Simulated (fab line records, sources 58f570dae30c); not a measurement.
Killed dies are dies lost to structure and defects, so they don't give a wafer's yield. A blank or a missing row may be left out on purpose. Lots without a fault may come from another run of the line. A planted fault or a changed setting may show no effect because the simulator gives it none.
Problem report in the 8D (eight disciplines) form, filled by code | flow berkeley_cmos170 | the parts of the form that need people (team, actions taken, sign-off) are left out

1. THE PROBLEM
FIELD_OXIDE_THK at UCB170_FIELD_THK_MEAS_02 reads a mean of 682 nm on 9 wafers of 3 lots; wafers without a fault read 565 nm with a standard deviation of 12. That is +9.8 standard deviations from the usual mean.
First seen on wafer L785.1, day 6 08:10, on film_metro-01. The record holds 42 wafers of 14 lots with a number at this step. Rule for "out", or "out of limits": more than 4 standard deviations from the usual mean. The other wafers with a number count as sound.

2. WHAT IT IS AND WHAT IT IS NOT
question                    | is                           | is not
which readings at this step | FIELD_OXIDE_THK              | -
which lots                  | L785, L786, L789             | L779, L780, L781, L782, L783, L784, L787, L791, L792, L801, L802
which wafers of those lots  | all that have a number       | -
read on which gauges        | film_metro-01, film_metro-02 | film_metro-04
when                        | from day 6 08:10             | up to then (18 sound wafers); but 15 sound wafers of L787, L791, L792, L801, L802 came after

3. SUSPECTS, AND WHAT RULES EACH OUT
Counting: a tool at a process step up to the reading stays a suspect if it ran every lot that is out and no sound lot after the first of them.
- the gauge at UCB170_FIELD_THK_MEAS_02: ruled out. The wafers that are out were read on 2 gauges (film_metro-01, film_metro-02).
- furnace-04 at UCB170_FIELD_OXIDATION_01 (target thk 558.3 nm, ox time 7200 s): ruled out as a lasting fault. Sound lots L801, L802 ran on it after its first lot that is out, L785 (day 6 05:10).
Left after counting: nothing in the record.

4. THE CAUSE (what the simulator had put in)
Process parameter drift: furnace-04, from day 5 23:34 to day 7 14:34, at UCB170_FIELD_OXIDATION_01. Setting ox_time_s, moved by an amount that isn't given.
Counting ruled it out, wrongly: the rule takes a fault to strike every lot that its tool runs from its start on, and this one did not.

5. THE CHAIN OF EFFECTS, in route order
Each row: a reading whose mean over the struck wafers that have a number lies more than 3 standard deviations from the usual. Only readings for which the record gives a usual standard deviation are gone through. hours: the time from each lot's start at the first step in this table that gives one to its start at this step, as a median over the lots. sigmas: the change in usual standard deviations.
hours | step                     | reading                | usual  | on struck wafers | change | sigmas
0     | UCB170_FIELD_THK_MEAS_02 | FIELD_OXIDE_THK        | 565 nm | 682              | +117   | +9.8
13    | UCB170_FIELD_THK_MEAS_90 | FIELD_OXIDE_LEFT_1_THK | 449 nm | 565              | +116   | +9.7
26    | UCB170_FIELD_THK_MEAS_91 | FIELD_OXIDE_LEFT_2_THK | 361 nm | 477              | +116   | +9.7
Later measuring or inspecting steps at which every struck wafer that the step has a row for has a number for every such reading, and none has moved that far: UCB170_PVT_OVL_MEAS_06.

6. WHAT WOULD HAVE CAUGHT IT SOONER
In this record the first reading out of limits at a measuring or inspecting step was taken at day 6 08:10, 9 hours after the fault began at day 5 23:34.
Of the tool readings at UCB170_FIELD_OXIDATION_01 for which the record gives a usual standard deviation, none was out on any struck wafer, so an alarm limit of 4 standard deviations on them would not have fired.
